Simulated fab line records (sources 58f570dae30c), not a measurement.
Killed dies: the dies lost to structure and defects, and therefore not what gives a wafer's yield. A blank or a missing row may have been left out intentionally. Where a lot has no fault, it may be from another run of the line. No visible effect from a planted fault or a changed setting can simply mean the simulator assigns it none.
fab line records :: flow berkeley-cmos170
record:
  lots: 5
  wafers: 23
route steps=331 shown M3@327
start-h: hours from the record's opening day to when the first of the lot's shown wafers began :: wait-h: hours from the lot's prior step to this one :: " the same as in the row above :: L1.1+2: a single row standing in for several wafers :: - no value, or no start was given :: * or withheld: withheld :: < > ~ a bound
route shown NAME@n: names a module that has steps shown in the file, with the first one's number in the route :: usual: mean/standard deviation of fault-free wafers :: same: alike in all rows :: chamber/n: place in a boat :: sites: readings site by site :: _std_site: their standard deviation :: _edge_site: the outer-site mean with the inner-site mean subtracted :: radius-mm: how far each site lies from the wafer's centre :: mask NAME#n: copy n :: behind: the tool/chamber that last shaped the wafer :: hold: why the lot went on hold/how many hours it stayed there/how the hold came to an end :: device: transistor that didn't switch, given as n, p or np :: end of line: tests of these same wafers at the route's end :: a step without rows: its recipe alone :: killed: at the first sort, the dies lost to defects and structure; wafer yield is something else :: map: a wafer's dies, marking killed ones x, the rest . and places with no die _
set.NAME: the setting as run; set.NAME@STEP: as run at that earlier step :: model.NAME: the simulator's own value behind a step, which no gauge read
lots whose settings were changed on purpose; a table a step, a row a wafer
== steps ==
step: UCB170_M3_METAL_ETCH_18
recipe:
  chemistry: Cl2/BCl3
  target: Al
  stop-on: SiO2
  pressure-mtorr: 12
  target-depth-a: 11700
  over-etch-frac: 0.3
  time-s: 195
  icp-w: 600
  bias-w: 120
  Cl2_flow_sccm: 90
  bcl3-flow-sccm: 45
usual:
  oes-product-au: 0.854/0.01
lot.wafer: L074.1
tool: rie-metal-03
chamber: 1
start-h: 188.68
wait-h: -
set.icp-w: 600
set.time-s@M3_SPUTTER_01: 120
oes-product-au: 0.838
model.KrF_of_M3_COAT_10.thk-nm: 198

lot.wafer: L074.2
tool: rie-metal-03
chamber: 0
start-h: 188.68
wait-h: -
set.icp-w: 600
set.time-s@M3_SPUTTER_01: 104.5
oes-product-au: 0.792
model.KrF_of_M3_COAT_10.thk-nm: -

lot.wafer: L074.4
tool: rie-metal-03
chamber: 0
start-h: 188.68
wait-h: -
set.icp-w: 600
set.time-s@M3_SPUTTER_01: 104.5
oes-product-au: 0.780
model.KrF_of_M3_COAT_10.thk-nm: -

lot.wafer: L074.5
tool: rie-metal-03
chamber: 0
start-h: 188.68
wait-h: -
set.icp-w: 539.4
set.time-s@M3_SPUTTER_01: 120
oes-product-au: 0.846
model.KrF_of_M3_COAT_10.thk-nm: 269.8

lot.wafer: L074.6
tool: rie-metal-03
chamber: 1
start-h: 188.68
wait-h: -
set.icp-w: 539.4
set.time-s@M3_SPUTTER_01: 120
oes-product-au: 0.836
model.KrF_of_M3_COAT_10.thk-nm: 261.1

lot.wafer: L075.1
tool: rie-metal-01
chamber: 0
start-h: 197.73
wait-h: -
set.icp-w: 600
set.time-s@M3_SPUTTER_01: 120
oes-product-au: 0.847
model.KrF_of_M3_COAT_10.thk-nm: 229.3

lot.wafer: L075.3
tool: rie-metal-01
chamber: 0
start-h: 197.73
wait-h: -
set.icp-w: 600
set.time-s@M3_SPUTTER_01: 120
oes-product-au: 0.848
model.KrF_of_M3_COAT_10.thk-nm: 223.8

lot.wafer: L075.6
tool: rie-metal-01
chamber: 0
start-h: 197.73
wait-h: -
set.icp-w: 600
set.time-s@M3_SPUTTER_01: 120
oes-product-au: 0.850
model.KrF_of_M3_COAT_10.thk-nm: 226.4

lot.wafer: L078.1
tool: rie-metal-04
chamber: 1
start-h: 216.88
wait-h: -
set.icp-w: 600
set.time-s@M3_SPUTTER_01: 120
oes-product-au: 0.852
model.KrF_of_M3_COAT_10.thk-nm: 212

lot.wafer: L078.3
tool: rie-metal-04
chamber: 1
start-h: 216.88
wait-h: -
set.icp-w: 646.4
set.time-s@M3_SPUTTER_01: 124.6
oes-product-au: 0.867
model.KrF_of_M3_COAT_10.thk-nm: 162.5

lot.wafer: L078.4
tool: rie-metal-04
chamber: 0
start-h: 216.88
wait-h: -
set.icp-w: 600
set.time-s@M3_SPUTTER_01: 124.6
oes-product-au: 0.882
model.KrF_of_M3_COAT_10.thk-nm: 231

lot.wafer: L078.5
tool: rie-metal-04
chamber: 1
start-h: 216.88
wait-h: -
set.icp-w: 646.4
set.time-s@M3_SPUTTER_01: 124.6
oes-product-au: 0.858
model.KrF_of_M3_COAT_10.thk-nm: 160.5

lot.wafer: L078.6
tool: rie-metal-04
chamber: 0
start-h: 216.88
wait-h: -
set.icp-w: 600
set.time-s@M3_SPUTTER_01: 120
oes-product-au: 0.869
model.KrF_of_M3_COAT_10.thk-nm: 229.4

lot.wafer: L079.1
tool: rie-metal-04
chamber: 1
start-h: 219.23
wait-h: -
set.icp-w: 600
set.time-s@M3_SPUTTER_01: 120
oes-product-au: 0.841
model.KrF_of_M3_COAT_10.thk-nm: 198.1

lot.wafer: L079.2
tool: rie-metal-04
chamber: 0
start-h: 219.23
wait-h: -
set.icp-w: 600
set.time-s@M3_SPUTTER_01: 126.3
oes-product-au: 0.886
model.KrF_of_M3_COAT_10.thk-nm: -

lot.wafer: L079.4
tool: rie-metal-04
chamber: 0
start-h: 219.23
wait-h: -
set.icp-w: 600
set.time-s@M3_SPUTTER_01: 120
oes-product-au: 0.856
model.KrF_of_M3_COAT_10.thk-nm: 220.6

lot.wafer: L079.5
tool: rie-metal-04
chamber: 0
start-h: 219.23
wait-h: -
set.icp-w: 600
set.time-s@M3_SPUTTER_01: 126.3
oes-product-au: 0.884
model.KrF_of_M3_COAT_10.thk-nm: -

lot.wafer: L079.6
tool: rie-metal-04
chamber: 1
start-h: 219.23
wait-h: -
set.icp-w: 600
set.time-s@M3_SPUTTER_01: 126.3
oes-product-au: 0.865
model.KrF_of_M3_COAT_10.thk-nm: -

lot.wafer: L081.2
tool: rie-metal-01
chamber: 1
start-h: 237.57
wait-h: -
set.icp-w: 656.4
set.time-s@M3_SPUTTER_01: 120
oes-product-au: 0.873
model.KrF_of_M3_COAT_10.thk-nm: 147.8

lot.wafer: L081.3
tool: rie-metal-01
chamber: 1
start-h: 237.57
wait-h: -
set.icp-w: 600
set.time-s@M3_SPUTTER_01: 120
oes-product-au: 0.864
model.KrF_of_M3_COAT_10.thk-nm: 209.5

lot.wafer: L081.4
tool: rie-metal-01
chamber: 0
start-h: 237.57
wait-h: -
set.icp-w: 656.4
set.time-s@M3_SPUTTER_01: 120
oes-product-au: 0.840
model.KrF_of_M3_COAT_10.thk-nm: 166.2

lot.wafer: L081.5
tool: rie-metal-01
chamber: 0
start-h: 237.57
wait-h: -
set.icp-w: 656.4
set.time-s@M3_SPUTTER_01: 120
oes-product-au: 0.850
model.KrF_of_M3_COAT_10.thk-nm: 164.2

lot.wafer: L081.6
tool: rie-metal-01
chamber: 1
start-h: 237.57
wait-h: -
set.icp-w: 600
set.time-s@M3_SPUTTER_01: 120
oes-product-au: 0.858
model.KrF_of_M3_COAT_10.thk-nm: 211
step: UCB170_M3_STRIP_19
recipe:
  chemistry: O2
  power-w: 400
  pressure-mtorr: 3500
  platen-temp-c: withheld
  o2-flow-sccm: 400
  overash-fraction: 0.5
usual:
  oes-product-au: 0.541/0.014
lot.wafer: L074.1
tool: plasma-asher-01
chamber: 0
start-h: 188.87
wait-h: 0.1
set.icp-w@M3_METAL_ETCH_18: 600
oes-product-au: 0.537

lot.wafer: L074.2
tool: plasma-asher-01
chamber: 1
start-h: 188.87
wait-h: 0.1
set.icp-w@M3_METAL_ETCH_18: 600
oes-product-au: 0.542

lot.wafer: L074.4
tool: plasma-asher-01
chamber: 0
start-h: 188.87
wait-h: 0.1
set.icp-w@M3_METAL_ETCH_18: 600
oes-product-au: 0.549

lot.wafer: L074.5
tool: plasma-asher-01
chamber: 1
start-h: 188.87
wait-h: 0.1
set.icp-w@M3_METAL_ETCH_18: 539.4
oes-product-au: 0.609

lot.wafer: L074.6
tool: plasma-asher-01
chamber: 0
start-h: 188.87
wait-h: 0.1
set.icp-w@M3_METAL_ETCH_18: 539.4
oes-product-au: 0.599

lot.wafer: L075.1
tool: plasma-asher-03
chamber: 1
start-h: 197.92
wait-h: 0.1
set.icp-w@M3_METAL_ETCH_18: 600
oes-product-au: 0.559

lot.wafer: L075.3
tool: plasma-asher-03
chamber: 0
start-h: 197.92
wait-h: 0.1
set.icp-w@M3_METAL_ETCH_18: 600
oes-product-au: 0.558

lot.wafer: L075.6
tool: plasma-asher-03
chamber: 0
start-h: 197.92
wait-h: 0.1
set.icp-w@M3_METAL_ETCH_18: 600
oes-product-au: 0.554

lot.wafer: L078.1
tool: plasma-asher-01
chamber: 1
start-h: 217.06
wait-h: 0.1
set.icp-w@M3_METAL_ETCH_18: 600
oes-product-au: 0.543

lot.wafer: L078.3
tool: plasma-asher-01
chamber: 1
start-h: 217.06
wait-h: 0.1
set.icp-w@M3_METAL_ETCH_18: 646.4
oes-product-au: 0.492

lot.wafer: L078.4
tool: plasma-asher-01
chamber: 0
start-h: 217.06
wait-h: 0.1
set.icp-w@M3_METAL_ETCH_18: 600
oes-product-au: 0.566

lot.wafer: L078.5
tool: plasma-asher-01
chamber: 0
start-h: 217.06
wait-h: 0.1
set.icp-w@M3_METAL_ETCH_18: 646.4
oes-product-au: 0.492

lot.wafer: L078.6
tool: plasma-asher-01
chamber: 1
start-h: 217.06
wait-h: 0.1
set.icp-w@M3_METAL_ETCH_18: 600
oes-product-au: 0.564

lot.wafer: L079.1
tool: plasma-asher-01
chamber: 0
start-h: 219.42
wait-h: 0.1
set.icp-w@M3_METAL_ETCH_18: 600
oes-product-au: 0.526

lot.wafer: L079.2
tool: plasma-asher-01
chamber: 1
start-h: 219.42
wait-h: 0.1
set.icp-w@M3_METAL_ETCH_18: 600
oes-product-au: 0.565

lot.wafer: L079.4
tool: plasma-asher-01
chamber: 0
start-h: 219.42
wait-h: 0.1
set.icp-w@M3_METAL_ETCH_18: 600
oes-product-au: 0.551

lot.wafer: L079.5
tool: plasma-asher-01
chamber: 0
start-h: 219.42
wait-h: 0.1
set.icp-w@M3_METAL_ETCH_18: 600
oes-product-au: 0.551

lot.wafer: L079.6
tool: plasma-asher-01
chamber: 1
start-h: 219.42
wait-h: 0.1
set.icp-w@M3_METAL_ETCH_18: 600
oes-product-au: 0.529

lot.wafer: L081.2
tool: plasma-asher-01
chamber: 0
start-h: 237.76
wait-h: 0.1
set.icp-w@M3_METAL_ETCH_18: 656.4
oes-product-au: 0.476

lot.wafer: L081.3
tool: plasma-asher-01
chamber: 1
start-h: 237.76
wait-h: 0.1
set.icp-w@M3_METAL_ETCH_18: 600
oes-product-au: 0.542

lot.wafer: L081.4
tool: plasma-asher-01
chamber: 0
start-h: 237.76
wait-h: 0.1
set.icp-w@M3_METAL_ETCH_18: 656.4
oes-product-au: 0.499

lot.wafer: L081.5
tool: plasma-asher-01
chamber: 0
start-h: 237.76
wait-h: 0.1
set.icp-w@M3_METAL_ETCH_18: 656.4
oes-product-au: 0.499

lot.wafer: L081.6
tool: plasma-asher-01
chamber: 1
start-h: 237.76
wait-h: 0.1
set.icp-w@M3_METAL_ETCH_18: 600
oes-product-au: 0.540
== key ==
split:
  step: UCB170_M3_METAL_ETCH_18
  setting: icp-w
  stated: 600
  by: wafer
response:
  step: UCB170_M3_METAL_ETCH_18
  reading: model.KrF_of_M3_COAT_10.thk-nm
  change: -6.54
  per: 1%
  r: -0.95
response:
  step: UCB170_M3_STRIP_19
  reading: oes-product-au
  change: -0.00638
  per: 1%
  r: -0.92
split outside-this-file step=UCB170_M3_SPUTTER_01 setting=time-s
split outside-this-file: this setting was split too, and the file shows its column; the key of that split is in another file
